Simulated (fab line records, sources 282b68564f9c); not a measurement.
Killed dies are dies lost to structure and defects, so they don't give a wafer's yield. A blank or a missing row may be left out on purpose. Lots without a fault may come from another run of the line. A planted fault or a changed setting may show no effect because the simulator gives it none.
fab line records | flow rit_cmos
record lots=6 wafers=18 last_day=7
route steps=202 shown CONTACT@170 M1@202
lots that met no fault: from a run of the same line without faults
start_h: hours from the record's first day to the start of the lot's first wafer shown | wait_h: hours since the lot's step before | " the same as in the row above | L1.1+2: a row that stands for several wafers | - no value, or no start given | * or withheld: withheld | < > ~ a bound
route shown NAME@n: a module of which the file shows steps, and the number in the route of the first | usual: mean/standard deviation of fault-free wafers | same: alike in all rows | chamber/n: place in a boat | sites: the reading at each site | _std_site: their standard deviation | _edge_site: outer sites' mean less inner sites' | radius_mm: how far each site lies from the wafer's centre | mask NAME#n: copy n | behind: the tool/chamber that last shaped the wafer | hold: why the lot was held/for how many hours/how that ended | device: the transistor (n, p or np) that didn't switch | end of line: the same wafers' tests at the end of the route | a step without rows: its recipe alone | killed: dies lost to structure and defects at the first sort, not the wafer's yield | map: a wafer's dies, x killed, . not, _ none there
set.NAME: the setting as run; set.NAME@STEP: as run at that earlier step | model.NAME: the simulator's own value behind a step, which no gauge read
lots at some steps of the route; a table a step, a row a wafer
services: from which hour (start_h, from the record's first day; less than 0 if before it) a tool's chamber was out of use, for how many hours, and why
## steps
# step RIT_CONTACT_HMDS_02
# recipe prime_time_s=60 prime_temp_c=140
# step RIT_CONTACT_COAT_03
# recipe resist=NOVOLAK spin_rpm=3250 resist_thk_nm=1000
# step RIT_CONTACT_SOFTBAKE_04
# recipe resist=NOVOLAK temp_c=90 time_s=60
# step RIT_CONTACT_EXPOSE_05
# recipe mask_id=M11 na=0.6 source_shape=conventional sigma_outer=0.5 target_cd_nm=1000 dose_mj=250
# step RIT_CONTACT_PEB_06
# recipe resist=NOVOLAK temp_c=withheld time_s=withheld
# step RIT_CONTACT_DEVELOP_07
# recipe resist=NOVOLAK develop_time_s=120 dev_temp_c=23
# step RIT_CONTACT_CD_MEAS_08
# recipe target_cd_nm=1000
# usual cd_nm=999.3/1.8
# columns lot.wafer tool chamber start_h wait_h cd_nm
L456.1 cd_sem-01 - 58.98 - 1000.1
L456.4 " - " " 1000.0
L456.6 " - " " 1000.6
L458.2 cd_sem-01 - 66.84 - 1000.8
L458.4 " - " " 1002.0
L458.6 " - " " 999.4
L461.2 cd_sem-02 - 82.03 - 996.9
L461.3 " - " " 996.6
L461.5 " - " " 997.7
L462.2 cd_sem-02 - 86.38 - 999.6
L462.3 " - " " 998.2
L462.5 " - " " 999.0
L473.1 cd_sem-02 - 142.92 - 999.6
L473.5 " - " " 996.7
L473.6 " - " " 999.0
L477.1 cd_sem-02 - 161.86 - 999.1
L477.4 " - " " 998.2
L477.6 " - " " 997.8
# step RIT_CONTACT_OVL_MEAS_09
# usual CONTACT_OVL=0.2/1.2
# columns lot.wafer tool chamber start_h wait_h CONTACT_OVL[nm]
L456.1 overlay-02 - 59.10 0.1 0.3
L456.4 " - " " -0.7
L456.6 " - " " 0.0
L458.2 overlay-02 - 66.95 0.1 0.2
L458.4 " - " " 1.0
L458.6 " - " " -1.4
L461.2 overlay-02 - 82.14 0.1 -0.3
L461.3 " - " " -0.6
L461.5 " - " " 1.2
L462.2 overlay-02 - 86.48 0.1 -0.9
L462.3 " - " " -0.6
L462.5 " - " " -1.3
L473.1 overlay-01 - 143.04 0.1 2.3
L473.5 " - " " 0.5
L473.6 " - " " 0.7
L477.1 overlay-02 - 161.98 0.1 -1.6
L477.4 " - " " 0.2
L477.6 " - " " -0.7
# step RIT_CONTACT_HARDBAKE_10
# recipe resist=NOVOLAK temp_c=140 time_s=60
# step RIT_CONTACT_ETCH_11
# recipe target_depth_a=4800 over_etch_frac=0.2 stop_on=TiSi2 chemistry=CHF3/CF4/Ar target=SiO2 CHF3_flow_sccm=50 cf4_flow_sccm=10 Ar_flow_sccm=100 O2_flow_sccm=5 pressure_mtorr=100 rf_w=206.3 time_s=320
# usual CHF3_flow_sccm=49.99/0.15 drypump_motor_current_A=5.6/0.33 oes_product_au=0.995/0.0096 throttle_valve_pct=8.82/0.1
# columns lot.wafer tool chamber start_h wait_h CHF3_flow_sccm drypump_motor_current_A oes_product_au rf_hours_counter_h throttle_valve_pct
L456.1 rie_diel-03 1 59.29 0.1 50.24 5.6 0.996 73 8.81
L456.4 " 3 " " 49.94 5.8 0.984 60 8.83
L456.6 " 0 " " 49.79 5.8 0.994 - 8.90
L458.2 rie_diel-01 1 67.13 0.1 49.92 5.4 0.977 109 8.88
L458.4 " 3 " " 50.11 5.8 0.986 164 8.89
L458.6 " 1 " " 49.80 5.4 0.975 - 8.88
L461.2 rie_diel-04 3 82.32 0.1 50.28 5.7 0.995 8 8.65
L461.3 " 1 " " 50.01 5.0 1.017 107 8.67
L461.5 " 0 " " 50.23 5.4 1.006 - 8.72
L462.2 rie_diel-04 2 86.76 0.1 50.03 5.6 1.013 112 8.93
L462.3 " 0 " " 49.97 5.4 0.991 41 8.72
L462.5 " 3 " " 49.85 5.7 0.996 - 8.66
L473.1 rie_diel-04 2 143.23 0.1 49.84 5.6 0.997 113 8.94
L473.5 " 1 " " 49.88 5.0 1.016 - 8.69
L473.6 " 0 " " 49.77 5.4 0.998 - 8.74
L477.1 rie_diel-04 3 162.17 0.1 50.09 5.8 0.995 10 8.65
L477.4 " 2 " " 49.92 5.6 1.004 114 8.94
L477.6 " 3 " " 50.16 5.7 0.990 - 8.65
# step RIT_CONTACT_STRIP_12
# recipe chemistry=O2 time_s=180 resist=NOVOLAK platen_temp_c=withheld power_w=500 pressure_mtorr=4000 o2_flow_sccm=4000
# usual drypump_motor_current_A=5.86/0.29
# columns lot.wafer tool chamber start_h wait_h drypump_motor_current_A rf_hours_counter_h
L456.1 plasma_asher-03 0 59.48 0.1 6.07 41
L456.4 " 0 " " 6.05 -
L456.6 " 1 " " 5.49 -
L458.2 plasma_asher-03 1 67.32 0.1 5.51 41
L458.4 " 1 " " 5.49 -
L458.6 " 0 " " 6.04 -
L461.2 plasma_asher-02 1 82.51 0.1 5.78 31
L461.3 " 1 " " 5.77 -
L461.5 " 0 " " 5.94 -
L462.2 plasma_asher-01 0 86.95 0.1 5.60 43
L462.3 " 1 " " 6.31 -
L462.5 " 0 " " 5.59 -
L473.1 plasma_asher-01 1 143.43 0.1 6.36 49
L473.5 " 0 " " 5.55 -
L473.6 " 1 " " 6.32 -
L477.1 plasma_asher-01 1 162.36 0.1 6.29 51
L477.4 " 1 " " 6.32 -
L477.6 " 0 " " 5.56 -
# step RIT_CONTACT_CD_MEAS_90
# recipe target_cd_nm=1000
# usual cd_nm=999.5/1.8
# columns lot.wafer tool chamber start_h wait_h cd_nm
L456.1 cd_sem-01 - 59.66 0.1 1000.0
L456.4 " - " " 1000.1
L456.6 " - " " 1000.6
L458.2 cd_sem-01 - 67.52 0.1 1001.0
L458.4 " - " " 1002.0
L458.6 " - " " 999.5
L461.2 cd_sem-01 - 82.70 0.1 997.2
L461.3 " - " " 996.6
L461.5 " - " " 997.8
L462.2 cd_sem-02 - 87.15 0.1 1000.2
L462.3 " - " " 998.5
L462.5 " - " " 998.9
L473.1 cd_sem-01 - 143.60 0.1 999.6
L473.5 " - " " 996.5
L473.6 " - " " 998.8
L477.1 cd_sem-01 - 162.54 0.1 999.5
L477.4 " - " " 998.8
L477.6 " - " " 998.4
# step RIT_CONTACT_CLEAN_13
# recipe chemistry=SC1 mix=3:3:50 time_s=600 temp_c=75
# usual run_length_s=631/3.3
# columns lot.wafer tool chamber start_h wait_h run_length_s
L456.1 wet_bench-03 3 59.78 0.1 633
L456.4 " 3 " " 633
L456.6 " 3 " " 633
L458.2 wet_bench-02 2 67.62 0.1 633
L458.4 " 2 " " 633
L458.6 " 2 " " 633
L461.2 wet_bench-02 1 82.80 0.1 655
L461.3 " 1 " " 655
L461.5 " 1 " " 655
L462.2 wet_bench-02 3 87.25 0.1 656
L462.3 " 3 " " 656
L462.5 " 3 " " 656
L473.1 wet_bench-03 1 143.72 0.1 626
L473.5 " 1 " " 626
L473.6 " 1 " " 626
L477.1 wet_bench-04 2 162.66 0.1 627
L477.4 " 2 " " 627
L477.6 " 2 " " 627
# step RIT_CONTACT_CLEAN_14
# recipe chemistry=SC2 mix=3:3:50 time_s=600 temp_c=75 dry=n2_spin
# step RIT_M1_PROBE_99
# usual killed_at_M0_to_M3=0.0/0.18 killed_at_front_end=6.6/3 killed_dies=7/3 killed_open=3.3/2 killed_short=3.4/2
# same gross_dies=264 killed_at_M4_up=0 killed_at_back_side=0 killed_at_contacts=0 killed_at_other=0
# columns lot.wafer tool chamber start_h wait_h killed_at_M0_to_M3 killed_at_front_end killed_dies killed_open killed_short
L456.1 prober-01 - 64.18 0.1 0 7 7 1 6
L456.4 prober-01 - 64.33 0.2 0 6 6 4 2
L456.6 prober-01 - 64.43 0.2 0 7 7 4 3
L461.2 prober-01 - 88.83 0.1 0 7 7 3 4
L461.3 prober-01 - 88.88 0.2 0 9 9 3 6
L461.5 prober-01 - 88.98 0.2 0 6 6 2 4
L477.1 prober-01 - 167.03 0.1 0 7 7 1 6
L477.4 prober-01 - 167.18 0.2 0 9 9 5 4
L477.6 prober-01 - 167.28 0.2 0 11 11 6 5
# killed by level:class
L456.1 SPACER:geometric_particle:short=2 FOX1:geometric_particle:short=1 FOX2:geometric_particle:open=1 GATE:geometric_particle:short=1 REOX:geometric_particle:short=1 SILICIDE:geometric_particle:short=1
L456.4 GATE:geometric_particle:open=2 REOX:geometric_particle:open=2 SPACER:geometric_particle:short=1 SILICIDE:geometric_particle:short=1
L456.6 FOX1:geometric_particle:open=1 GATE:geometric_particle:open=1 GATE:geometric_particle:short=1 REOX:geometric_particle:open=1 REOX:geometric_particle:short=1 SPACER:geometric_particle:open=1 SILICIDE:geometric_particle:short=1
L461.2 FOX1:geometric_particle:short=1 GATE:geometric_particle:open=1 GATE:geometric_particle:short=1 SPACER:geometric_particle:short=1 SPACER:geometric_particle:open=1 SILICIDE:geometric_particle:open=1 SILICIDE:geometric_particle:short=1
L461.3 GATE:geometric_particle:short=4 GATE:geometric_particle:open=2 SPACER:geometric_particle:short=2 SPACER:geometric_particle:open=1
L461.5 GATE:geometric_particle:short=3 GATE:geometric_particle:open=1 FOX1:geometric_particle:short=1 FOX1:geometric_particle:open=1
L477.1 GATE:geometric_particle:short=2 FOX1:geometric_particle:short=1 GATE:geometric_particle:open=1 REOX:geometric_particle:short=1 SPACER:geometric_particle:short=1 SILICIDE:geometric_particle:short=1
L477.4 FOX2:geometric_particle:open=3 REOX:geometric_particle:short=2 GATE:geometric_particle:open=1 GATE:geometric_particle:short=1 SPACER:geometric_particle:open=1 SILICIDE:geometric_particle:short=1
L477.6 GATE:geometric_particle:short=2 GATE:geometric_particle:open=2 REOX:geometric_particle:open=2 SPACER:geometric_particle:open=2 FOX1:geometric_particle:short=1 FOX2:geometric_particle:short=1 SILICIDE:geometric_particle:short=1
## services
# columns tool chamber start_h hours kind
wet_bench-04 - 87.11 3.1 repair
rie_diel-01 3 99.00 7.7 repair
rie_diel-01 3 106.66 - clean
rie_diel-01 3 106.66 23.5 scheduled_down
rie_diel-01 3 106.66 23.5 vent_cycle
rie_diel-04 0 106.71 3.4 repair
wet_bench-02 - 107.87 1.8 repair
plasma_asher-03 - 108.75 9.0 pm
plasma_asher-03 0 108.75 9.0 vent_cycle
plasma_asher-03 1 108.75 9.0 vent_cycle
plasma_asher-03 0 117.75 - clean
plasma_asher-03 1 117.75 - clean
rie_diel-01 0 118.56 13.5 repair
rie_diel-03 - 120.31 2.8 pm
rie_diel-04 - 141.30 0.2 repair
plasma_asher-03 - 153.41 2.8 pm
## key
first_sign step=RIT_CONTACT_CLEAN_13 reading=run_length_s direction=up sigmas=7.5 usual=* struck=*
effect none on later readings
met_at RIT_CONTACT_CLEAN_13
struck_wafers L461.2,L461.3,L461.5,L462.2,L462.3,L462.5
tester_left_out L461,L462
onset_between 67.62 82.80
fault kind=process_parameter_drift tool=wet_bench-02 chamber=- onset_h=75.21 steps=RIT_CONTACT_CLEAN_13 channel=time_s offset=* shape=step acts_in=* stated=*
# tester_left_out: of these lots the tester's yield and bins aren't shown, on N5 and GAA mostly nor the transistor test; their killed dies are dies lost to structure and defects alone, not to doping, threshold or leakage, so they don't give the yield
